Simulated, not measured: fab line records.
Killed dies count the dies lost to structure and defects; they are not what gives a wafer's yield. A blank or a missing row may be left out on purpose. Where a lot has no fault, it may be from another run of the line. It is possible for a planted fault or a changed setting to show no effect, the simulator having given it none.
fab line records	flow berkeleyCmos170	part 1 of 2: steps 1 to 29 of 41
record: lots: 5	wafers: 15	lastDay: 12
route steps=331 shown ZERO@11 NWELL@14 PWELL@34
lots with no fault: from the same line, run without faults
startH: hours from the record's first day to the start of the lot's first wafer shown	waitH: hours elapsed since this lot's preceding step	" as in the row above	L1.1+2: a row that stands for several wafers	- value missing, or start not given	* or withheld: withheld	< > ~ a bound
route shown NAME@n: a module of which the file shows steps, and the number in the route of the first	usual: mean and standard deviation over wafers with no fault	same: alike in all rows	chamber/n: place in a boat	sites: each site's reading	_std_site: their standard deviation	_edge_site: inner sites' mean taken away from outer sites' mean	radiusMm: for every site, how far away it sits from the centre of the wafer	mask NAME#n: copy n	behind: the last tool/chamber to shape the wafer	hold: the reason the lot was held/the length of the hold in hours/how it ended	device: which transistor (n, p or np) failed to switch	end of line: at the end of the route, the tests of the same wafers	step lacking rows: just its recipe	killed: count of dies lost to structure and defects at first sort (not the wafer's yield)	map: the dies of a wafer, with x for killed, . for not killed, _ for no die there
set.NAME: the run value of the setting; set.NAME@STEP: its run value at that earlier step	model.NAME: the simulator's own value behind a step, which no gauge read
lots at some steps of the route; a table a step, a row a wafer
services: from which hour (startH, from the record's first day; less than 0 if before it) a tool's chamber was out of use, for how many hours, and why
== steps ==
step: UCB170_ZERO_DEVELOP_05
recipe: developer: TMAH	developTimeS: 45	resist: KrF	devTempC: 21
lot.wafer	tool	chamber	startH	waitH
L083.1+2+4	lithoTrack-01	0	-	-
L087.2+4+5	lithoTrack-04	0	-	-
L092.3+4+5	lithoTrack-04	0	-	-
L094.2+4+6	lithoTrack-04	0	-	-
L096.1+2+5	lithoTrack-04	0	-	-
step: UCB170_ZERO_ETCH_06
recipe: chemistry: CHF3/CF4/Ar	target: SiO2	timeS: 12	pressureMtorr: 100	rfW: 500	CHF3_flow_sccm: 50	cf4FlowSccm: 10	Ar_flow_sccm: 120	overEtchFrac: 1.58
usual: cf4FlowSccm: 10.003/0.029	drypumpMotorCurrentA: 5.9/0.33	oesProductAu: 0.617/0.01	throttleValvePct: 9.26/0.11
lot.wafer	tool	chamber	startH	waitH	cf4FlowSccm	drypumpMotorCurrentA	oesProductAu	rfHoursCounterH	throttleValvePct
L083.1	rieDiel-04	2	64.00	-	10.005	5.3	0.619	1	9.38
L083.2	"	0	"	"	10.046	5.7	0.600	0	9.29
L083.4	"	3	"	"	9.992	5.0	0.615	65	9.32
L087.2	rieDiel-01	0	83.27	-	10.025	6.0	0.608	47	9.42
L087.4	"	1	"	"	9.981	6.1	0.615	141	9.27
L087.5	"	3	"	"	10.023	5.9	0.614	-	9.14
L092.3	rieDiel-03	3	107.77	-	9.962	6.0	0.622	120	9.10
L092.4	"	1	"	"	9.976	6.0	0.636	134	9.39
L092.5	"	0	"	"	10.002	6.1	0.632	-	9.25
L094.2	rieDiel-04	3	122.26	-	9.961	5.0	0.605	67	9.33
L094.4	"	2	"	"	9.970	5.2	0.622	4	9.38
L094.6	"	0	"	"	10.007	5.8	0.605	-	9.27
L096.1	rieDiel-01	2	134.68	-	10.013	6.1	0.605	105	9.40
L096.2	"	0	"	"	9.963	6.0	0.603	50	9.42
L096.5	"	0	"	"	9.988	6.1	0.606	-	9.42
step: UCB170_ZERO_STRIP_07
recipe: chemistry: O2	powerW: 400	pressureMtorr: 3500	platenTempC: withheld	o2FlowSccm: 400	overashFraction: 0.5
usual: drypumpMotorCurrentA: 5.71/0.16	oesProductAu: 0.727/0.0046	stripTimeToEndpointS: 21.50/0.058
lot.wafer	tool	chamber	startH	waitH	drypumpMotorCurrentA	oesProductAu	rfHoursCounterH	stripTimeToEndpointS
L083.1	plasmaAsher-01	0	64.02	0.0	5.79	0.730	36	21.51
L083.2	"	1	"	"	5.81	0.723	36	21.56
L083.4	"	1	"	"	5.80	0.729	-	21.50
L087.2	plasmaAsher-01	1	83.30	0.0	5.77	0.728	38	21.49
L087.4	"	1	"	"	5.78	0.724	-	21.48
L087.5	"	1	"	"	5.76	0.732	-	21.55
L092.3	plasmaAsher-01	1	107.83	0.0	5.80	0.725	-	21.44
L092.4	"	0	"	"	5.81	0.729	-	21.48
L092.5	"	1	"	"	5.78	0.731	-	21.49
L094.2	plasmaAsher-03	0	122.28	0.0	5.48	0.730	40	21.47
L094.4	"	0	"	"	5.50	0.726	-	21.47
L094.6	"	0	"	"	5.48	0.723	-	21.46
L096.1	plasmaAsher-01	0	134.71	0.0	5.78	0.728	2	21.44
L096.2	"	1	"	"	5.77	0.730	2	21.50
L096.5	"	0	"	"	5.80	0.720	-	21.48
step: UCB170_NWELL_WET_ETCH_00
recipe: chemistry: dHF	dilution: 25:1	target: SiO2	tempC: 25	timeS: 200
lot.wafer	tool	chamber	startH	waitH
L083.1+2+4	wetBench-01	1	64.12	0.1
L087.2+4+5	wetBench-03	1	84.35	1.0
L092.3+4+5	wetBench-03	2	109.80	1.9
L094.2+4+6	wetBench-03	0	122.38	0.1
L096.1+2+5	wetBench-03	2	134.81	0.1
step: UCB170_NWELL_OXIDATION_01
recipe: tempC: 1000	ambient: O2	targetThkA: 264	oxTimeS: 1260
usual: tube_center_temp_C_max: 1002.6/0.47
lot.wafer	tool	chamber	startH	waitH	tube_center_temp_C_max
L083.1	furnace-02	0	69.88	5.7	1002.4
L083.2	"	0	"	"	1002.2
L083.4	"	0	"	"	1004.0
L087.2	furnace-04	0	86.85	2.4	1003.1
L087.4	"	0	"	"	1003.1
L087.5	"	0	"	"	1002.9
L092.3	furnace-01	0	112.97	3.1	1002.6
L092.4	"	0	"	"	1002.4
L092.5	"	0	"	"	1002.6
L094.2	furnace-04	0	126.93	4.5	1002.1
L094.4	"	0	"	"	1002.8
L094.6	"	0	"	"	1001.9
L096.1	furnace-02	0	138.38	3.5	1003.0
L096.2	"	0	"	"	1002.6
L096.5	"	0	"	"	1002.0
step: UCB170_NWELL_THK_MEAS_02
recipe: reads: SiO2_of_NWELL_OXIDATION_01
usual: NWELL_OXIDE_THK: 26.5/0.47
lot.wafer	tool	chamber	startH	waitH	NWELL_OXIDE_THK[nm]
L083.1	filmMetro-01	-	71.23	0.0	26.9
L083.2	"	-	"	"	27.1
L083.4	"	-	"	"	27.7
L087.2	filmMetro-02	-	88.21	0.0	26.5
L087.4	"	-	"	"	26.7
L087.5	"	-	"	"	26.6
L092.3	filmMetro-02	-	114.34	0.0	26.7
L092.4	"	-	"	"	26.6
L092.5	"	-	"	"	26.1
L094.2	filmMetro-04	-	128.29	0.0	26.5
L094.4	"	-	"	"	26.6
L094.6	"	-	"	"	26.3
L096.1	filmMetro-04	-	139.73	0.0	25.6
L096.2	"	-	"	"	26.2
L096.5	"	-	"	"	26.3
step: UCB170_NWELL_ANNEAL_03
recipe: tempC: 1000	timeS: 900	ambient: N2
usual: tube_center_temp_C_max: 1002.6/0.43
lot.wafer	tool	chamber	startH	waitH	tube_center_temp_C_max
L083.1	furnace-01	0	74.45	3.2	1002.6
L083.2	"	0	"	"	1002.5
L083.4	"	0	"	"	1002.2
L087.2	furnace-02	0	91.38	3.2	1003.2
L087.4	"	0	"	"	1002.0
L087.5	"	0	"	"	1003.0
L092.3	furnace-04	0	118.83	4.5	1002.0
L092.4	"	0	"	"	1002.2
L092.5	"	0	"	"	1003.4
L094.2	furnace-02	0	128.71	0.4	1002.2
L094.4	"	0	"	"	1002.3
L094.6	"	0	"	"	1002.0
L096.1	furnace-04	0	141.65	1.9	1002.2
L096.2	"	0	"	"	1002.4
L096.5	"	0	"	"	1002.7
step: UCB170_NWELL_CVD_04
recipe: material: Si3N4	targetThkNm: 224	tempC: 800	precursor: SiH2Cl2/NH3	timeS: 3360	pressureMtorr: 200	sih2cl2FlowSccm: 25	nh3FlowSccm: 75
usual: susceptorTempC: 800.0/0.33
lot.wafer	tool	chamber	startH	waitH	susceptorTempC
L083.1	lpcvd-02	1	75.70	0.0	799.6
L083.2	"	1	"	"	800.2
L083.4	"	1	"	"	800.2
L087.2	lpcvd-02	0	92.63	0.0	799.6
L087.4	"	0	"	"	800.4
L087.5	"	0	"	"	799.2
L092.3	lpcvd-02	0	120.08	0.0	800.0
L092.4	"	0	"	"	799.5
L092.5	"	0	"	"	799.9
L094.2	lpcvd-01	0	129.96	0.0	799.6
L094.4	"	0	"	"	799.5
L094.6	"	0	"	"	799.9
L096.1	lpcvd-02	0	143.20	0.3	799.8
L096.2	"	0	"	"	799.6
L096.5	"	0	"	"	800.1
step: UCB170_NWELL_THK_MEAS_05
recipe: reads: Si3N4_of_NWELL_CVD_04
usual: NWELL_NITRIDE_THK: 224.1/2.1
lot.wafer	tool	chamber	startH	waitH	NWELL_NITRIDE_THK[nm]
L083.1	filmMetro-04	-	77.63	0.0	218.7
L083.2	"	-	"	"	218.9
L083.4	"	-	"	"	219.3
L087.2	filmMetro-02	-	94.57	0.0	221.4
L087.4	"	-	"	"	223.6
L087.5	"	-	"	"	220.9
L092.3	filmMetro-02	-	123.00	0.0	226.3
L092.4	"	-	"	"	226.8
L092.5	"	-	"	"	226.2
L094.2	filmMetro-04	-	131.91	0.0	224.2
L094.4	"	-	"	"	224.0
L094.6	"	-	"	"	224.9
L096.1	filmMetro-04	-	145.13	0.0	223.5
L096.2	"	-	"	"	225.3
L096.5	"	-	"	"	225.8
step: UCB170_NWELL_HMDS_06
recipe: primeTimeS: 60	primeTempC: 100
lot.wafer	tool	chamber	startH	waitH
L083.1+2+4	lithoTrack-04	0	78.03	0.4
L087.2+4+5	lithoTrack-02	0	95.24	0.7
L092.3+4+5	lithoTrack-01	0	123.09	0.1
L094.2+4+6	lithoTrack-04	0	131.98	0.1
L096.1+2+5	lithoTrack-02	0	145.72	0.6
step: UCB170_NWELL_COAT_07
recipe: resist: KrF	spinRpm: 1500	resistThkNm: 900
lot.wafer	tool	chamber	startH	waitH
L083.1+2+4	lithoTrack-04	0	78.18	0.1
L087.2+4+5	lithoTrack-02	0	95.39	0.1
L092.3+4+5	lithoTrack-01	0	123.24	0.1
L094.2+4+6	lithoTrack-04	0	132.13	0.1
L096.1+2+5	lithoTrack-02	0	145.87	0.1
step: UCB170_NWELL_SOFTBAKE_08
recipe: resist: KrF	tempC: 130	timeS: 60
lot.wafer	tool	chamber	startH	waitH
L083.1+2+4	lithoTrack-04	0	78.33	0.1
L087.2+4+5	lithoTrack-02	0	95.54	0.1
L092.3+4+5	lithoTrack-01	0	123.39	0.1
L094.2+4+6	lithoTrack-04	0	132.28	0.1
L096.1+2+5	lithoTrack-02	0	146.02	0.1
step: UCB170_NWELL_EXPOSE_09
recipe: maskId: NWELL	targetCdNm: 3000	na: 0.5	sigmaOuter: 0.6	sourceShape: conventional	doseMj: 25
usual: stageVelMmS: 500.04/0.24
same: sigmaOuter: 0.6
lot.wafer	tool	chamber	startH	waitH	mask	stageVelMmS
L083.1	krfScanner-02	0	78.48	0.1	NWELL#0	500.34
L083.2	"	0	"	"	NWELL#0	500.57
L083.4	"	0	"	"	NWELL#0	500.08
L087.2	krfScanner-02	0	95.68	0.1	NWELL#0	500.22
L087.4	"	0	"	"	NWELL#0	499.81
L087.5	"	0	"	"	NWELL#0	500.47
L092.3	krfScanner-02	0	123.66	0.2	NWELL#0	499.82
L092.4	"	0	"	"	NWELL#0	500.14
L092.5	"	0	"	"	NWELL#0	499.87
L094.2	krfScanner-01	0	132.67	0.4	NWELL#0	499.76
L094.4	"	0	"	"	NWELL#0	499.82
L094.6	"	0	"	"	NWELL#0	500.11
L096.1	krfScanner-01	0	146.21	0.2	NWELL#0	500.12
L096.2	"	0	"	"	NWELL#0	500.34
L096.5	"	0	"	"	NWELL#0	500.17
step: UCB170_NWELL_PEB_10
recipe: pebTempC: 130	pebTimeS: withheld	resist: KrF
lot.wafer	tool	chamber	startH	waitH
L083.1+2+4	lithoTrack-01	0	79.49	1.0
L087.2+4+5	lithoTrack-04	0	95.80	0.1
L092.3+4+5	lithoTrack-01	0	123.78	0.1
L094.2+4+6	lithoTrack-04	0	133.33	0.6
L096.1+2+5	lithoTrack-02	0	146.45	0.2
step: UCB170_NWELL_DEVELOP_11
recipe: developer: TMAH	developTimeS: 45	resist: KrF	devTempC: 21
lot.wafer	tool	chamber	startH	waitH
L083.1+2+4	lithoTrack-01	0	-	-
L087.2+4+5	lithoTrack-04	0	-	-
L092.3+4+5	lithoTrack-01	0	-	-
L094.2+4+6	lithoTrack-04	0	-	-
L096.1+2+5	lithoTrack-02	0	-	-
step: UCB170_NWELL_OVL_MEAS_12
usual: NWELL_OVL: -3/6.9
lot.wafer	tool	chamber	startH	waitH	NWELL_OVL[nm]
L083.1	overlay-02	-	79.76	-	-14
L083.2	"	-	"	"	-10
L083.4	"	-	"	"	-14
L087.2	overlay-02	-	96.06	-	-7
L087.4	"	-	"	"	-3
L087.5	"	-	"	"	-7
L092.3	overlay-01	-	124.02	-	-5
L092.4	"	-	"	"	3
L092.5	"	-	"	"	4
L094.2	overlay-02	-	133.59	-	-7
L094.4	"	-	"	"	-10
L094.6	"	-	"	"	-4
L096.1	overlay-02	-	146.72	-	-5
L096.2	"	-	"	"	-9
L096.5	"	-	"	"	-3
step: UCB170_NWELL_ETCH_13
recipe: chemistry: CH3F/Ar/O2	target: Si3N4	stopOn: SiO2	CH3F_flow_sccm: 20	Ar_flow_sccm: 50	O2_flow_sccm: 7	pressureMtorr: 50	rfW: 450	targetDepthA: 2464	overEtchFrac: 0.09641	timeS: 154
usual: drypumpMotorCurrentA: 5.7/0.45	oesProductAu: 0.941/0.014	throttleValvePct: 8.08/0.083
lot.wafer	tool	chamber	startH	waitH	drypumpMotorCurrentA	oesProductAu	rfHoursCounterH	throttleValvePct
L083.1	rieDiel-03	2	79.80	0.0	5.6	0.930	168	8.00
L083.2	"	3	"	"	6.0	0.933	117	7.94
L083.4	"	1	"	"	5.9	0.939	133	8.19
L087.2	rieDiel-04	3	96.09	0.0	5.0	0.925	66	8.16
L087.4	"	2	"	"	5.2	0.949	3	8.21
L087.5	"	3	"	"	5.0	0.929	-	8.15
L092.3	rieDiel-02	2	124.04	0.0	5.1	0.943	144	8.13
L092.4	"	0	"	"	6.3	0.940	32	8.11
L092.5	"	0	"	"	6.3	0.941	-	8.12
L094.2	rieDiel-02	1	133.62	0.0	6.3	0.947	126	8.02
L094.4	"	2	"	"	5.1	0.929	144	8.11
L094.6	"	2	"	"	5.1	0.938	-	8.11
L096.1	rieDiel-04	0	146.76	0.0	5.7	0.912	3	8.09
L096.2	"	2	"	"	5.3	0.949	5	8.19
L096.5	"	1	"	"	6.0	0.955	-	8.00
step: UCB170_NWELL_IMPLANT_14
recipe: species: P	doseCm2: 1e+13	energyKev: 150	tiltDeg: 7
lot.wafer	tool	chamber	startH	waitH
L083.1+2+4	implanter-01	0	79.90	0.1
L087.2+4+5	implanter-01	0	96.22	0.1
L092.3+4+5	implanter-01	0	124.20	0.1
L094.2+4+6	implanter-04	0	133.75	0.1
L096.1+2+5	implanter-04	0	146.86	0.1
step: UCB170_NWELL_STRIP_15
recipe: chemistry: O2	powerW: 400	pressureMtorr: 3500	platenTempC: withheld	o2FlowSccm: 400	overashFraction: 0.5
usual: drypumpMotorCurrentA: 5.7/0.48	oesProductAu: 0.720/0.0044	stripTimeToEndpointS: 18.07/0.093
lot.wafer	tool	chamber	startH	waitH	drypumpMotorCurrentA	oesProductAu	rfHoursCounterH	stripTimeToEndpointS
L083.1	plasmaAsher-03	0	80.05	0.1	5.5	0.730	34	17.97
L083.2	"	1	"	"	6.0	0.724	34	18.19
L083.4	"	1	"	"	6.0	0.722	-	18.07
L087.2	plasmaAsher-02	0	96.34	0.1	4.8	0.722	26	18.05
L087.4	"	0	"	"	4.8	0.722	-	18.11
L087.5	"	0	"	"	4.8	0.720	-	18.11
L092.3	plasmaAsher-03	1	124.33	0.1	6.0	0.729	-	18.02
L092.4	"	0	"	"	5.5	0.718	-	18.01
L092.5	"	0	"	"	5.5	0.721	-	18.02
L094.2	plasmaAsher-01	0	133.87	0.1	5.8	0.720	2	18.00
L094.4	"	0	"	"	5.8	0.728	-	17.96
L094.6	"	0	"	"	5.8	0.723	-	17.97
L096.1	plasmaAsher-01	0	147.01	0.1	5.8	0.711	4	17.99
L096.2	"	1	"	"	5.8	0.721	4	18.11
L096.5	"	1	"	"	5.8	0.713	-	18.18
step: UCB170_NWELL_TW_MEAS_16
usual: NWELL_TW: 1248/12
lot.wafer	tool	chamber	startH	waitH	NWELL_TW
L083.1	filmMetro-04	-	80.16	0.1	1252
L083.2	"	-	"	"	1251
L083.4	"	-	"	"	1260
L087.2	filmMetro-04	-	96.45	0.1	1243
L087.4	"	-	"	"	1238
L087.5	"	-	"	"	1244
L092.3	filmMetro-02	-	124.42	0.1	1234
L092.4	"	-	"	"	1235
L092.5	"	-	"	"	1231
L094.2	filmMetro-01	-	133.98	0.1	1279
L094.4	"	-	"	"	1274
L094.6	"	-	"	"	1279
L096.1	filmMetro-04	-	147.11	0.1	1256
L096.2	"	-	"	"	1246
L096.5	"	-	"	"	1251
step: UCB170_NWELL_CLEAN_17
recipe: chemistry: SPM	tempC: 120	timeS: 600
lot.wafer	tool	chamber	startH	waitH
L083.1+2+4	wetBench-01	0	80.37	0.2
L087.2+4+5	wetBench-01	1	96.50	0.0
L092.3+4+5	wetBench-01	1	124.46	0.0
L094.2+4+6	wetBench-03	2	134.03	0.0
L096.1+2+5	wetBench-03	3	147.42	0.3
step: UCB170_NWELL_WET_ETCH_18
recipe: chemistry: H3PO4	target: Si3N4	tempC: 160	timeS: 14400
lot.wafer	tool	chamber	startH	waitH
L083.1+2+4	wetBench-04	0	80.72	0.2
L087.2+4+5	wetBench-03	1	96.68	0.0
L092.3+4+5	wetBench-04	0	124.81	0.0
L094.2+4+6	wetBench-04	2	134.21	0.0
L096.1+2+5	wetBench-03	2	147.77	0.2
step: UCB170_NWELL_WET_ETCH_19
recipe: chemistry: BOE	dilution: 5:1	target: SiO2	tempC: 25	timeS: 22
lot.wafer	tool	chamber	startH	waitH
L083.1+2+4	wetBench-03	0	84.80	0.1
L087.2+4+5	wetBench-03	2	101.21	0.5
L092.3+4+5	wetBench-03	2	133.55	0.0
L094.2+4+6	wetBench-03	1	142.22	0.0
L096.1+2+5	wetBench-03	0	152.02	0.2
step: UCB170_PWELL_CLEAN_00
recipe: chemistry: SPM	tempC: 120	timeS: 600
lot.wafer	tool	chamber	startH	waitH
L083.1+2+4	wetBench-03	3	84.82	0.0
L087.2+4+5	wetBench-01	1	102.07	0.8
L092.3+4+5	wetBench-01	0	133.57	0.0
L094.2+4+6	wetBench-04	2	142.24	0.0
L096.1+2+5	wetBench-03	0	152.38	0.3
step: UCB170_PWELL_CLEAN_01
recipe: chemistry: dHF	dilution: 25:1	timeS: 60
lot.wafer	tool	chamber	startH	waitH
L083.1+2+4	wetBench-04	2	84.99	0.0
L087.2+4+5	wetBench-04	0	102.57	0.3
L092.3+4+5	wetBench-03	0	133.74	0.0
L094.2+4+6	wetBench-03	2	142.41	0.0
L096.1+2+5	wetBench-03	0	152.76	0.2
step: UCB170_PWELL_OXIDATION_02
recipe: tempC: 1000	ambient: O2	targetThkA: 264	oxTimeS: 1260
usual: tube_center_temp_C_max: 1002.5/0.36
lot.wafer	tool	chamber	startH	waitH	tube_center_temp_C_max
L083.1	furnace-02	0	87.18	2.2	1002.1
L083.2	"	0	"	"	1002.1
L083.4	"	0	"	"	1002.4
L087.2	furnace-01	0	103.70	1.1	1002.6
L087.4	"	0	"	"	1002.3
L087.5	"	0	"	"	1002.8
L092.3	furnace-01	0	135.68	1.9	1002.3
L092.4	"	0	"	"	1002.7
L092.5	"	0	"	"	1002.8
L094.2	furnace-02	0	143.56	1.1	1002.0
L094.4	"	0	"	"	1002.8
L094.6	"	0	"	"	1003.1
L096.1	furnace-04	0	155.83	3.0	1002.6
L096.2	"	0	"	"	1002.4
L096.5	"	0	"	"	1002.0
step: UCB170_PWELL_THK_MEAS_03
recipe: reads: SiO2_of_PWELL_OXIDATION_02
usual: PWELL_OXIDE_THK: 26.4/0.38
lot.wafer	tool	chamber	startH	waitH	PWELL_OXIDE_THK[nm]
L083.1	filmMetro-01	-	88.59	0.1	26.3
L083.2	"	-	"	"	26.4
L083.4	"	-	"	"	26.3
L087.2	filmMetro-03	-	105.06	0.0	26.4
L087.4	"	-	"	"	26.4
L087.5	"	-	"	"	26.3
L092.3	filmMetro-01	-	137.05	0.0	26.5
L092.4	"	-	"	"	26.3
L092.5	"	-	"	"	26.5
L094.2	filmMetro-01	-	144.96	0.0	25.9
L094.4	"	-	"	"	25.9
L094.6	"	-	"	"	25.9
L096.1	filmMetro-02	-	157.18	0.0	26.4
L096.2	"	-	"	"	26.5
L096.5	"	-	"	"	26.1
step: UCB170_PWELL_ANNEAL_04
recipe: tempC: 1000	timeS: 900	ambient: N2
usual: tube_center_temp_C_max: 1002.6/0.47
lot.wafer	tool	chamber	startH	waitH	tube_center_temp_C_max
L083.1	furnace-04	0	92.28	3.7	1002.3
L083.2	"	0	"	"	1002.9
L083.4	"	0	"	"	1002.7
L087.2	furnace-04	0	107.91	2.8	1003.2
L087.4	"	0	"	"	1002.2
L087.5	"	0	"	"	1002.9
L092.3	furnace-04	0	140.40	3.3	1003.5
L092.4	"	0	"	"	1002.6
L092.5	"	0	"	"	1002.0
L094.2	furnace-04	0	147.40	2.4	1002.3
L094.4	"	0	"	"	1001.7
L094.6	"	0	"	"	1002.6
L096.1	furnace-01	0	162.83	5.6	1002.9
L096.2	"	0	"	"	1003.5
L096.5	"	0	"	"	1002.5
step: UCB170_PWELL_CVD_05
recipe: material: Si3N4	targetThkNm: 220	tempC: 800	precursor: SiH2Cl2/NH3	timeS: 3300	pressureMtorr: 200	sih2cl2FlowSccm: 25	nh3FlowSccm: 75
usual: susceptorTempC: 799.9/0.35
lot.wafer	tool	chamber	startH	waitH	susceptorTempC
L083.1	lpcvd-01	1	93.68	0.1	799.8
L083.2	"	1	"	"	800.1
L083.4	"	1	"	"	800.0
L087.2	lpcvd-02	0	109.16	0.0	799.6
L087.4	"	0	"	"	799.6
L087.5	"	0	"	"	800.0
L092.3	lpcvd-01	0	142.91	1.3	800.0
L092.4	"	0	"	"	800.6
L092.5	"	0	"	"	800.2
L094.2	lpcvd-01	1	148.65	0.0	799.8
L094.4	"	1	"	"	799.8
L094.6	"	1	"	"	800.0
L096.1	lpcvd-02	0	164.08	0.0	800.0
L096.2	"	0	"	"	800.0
L096.5	"	0	"	"	800.2
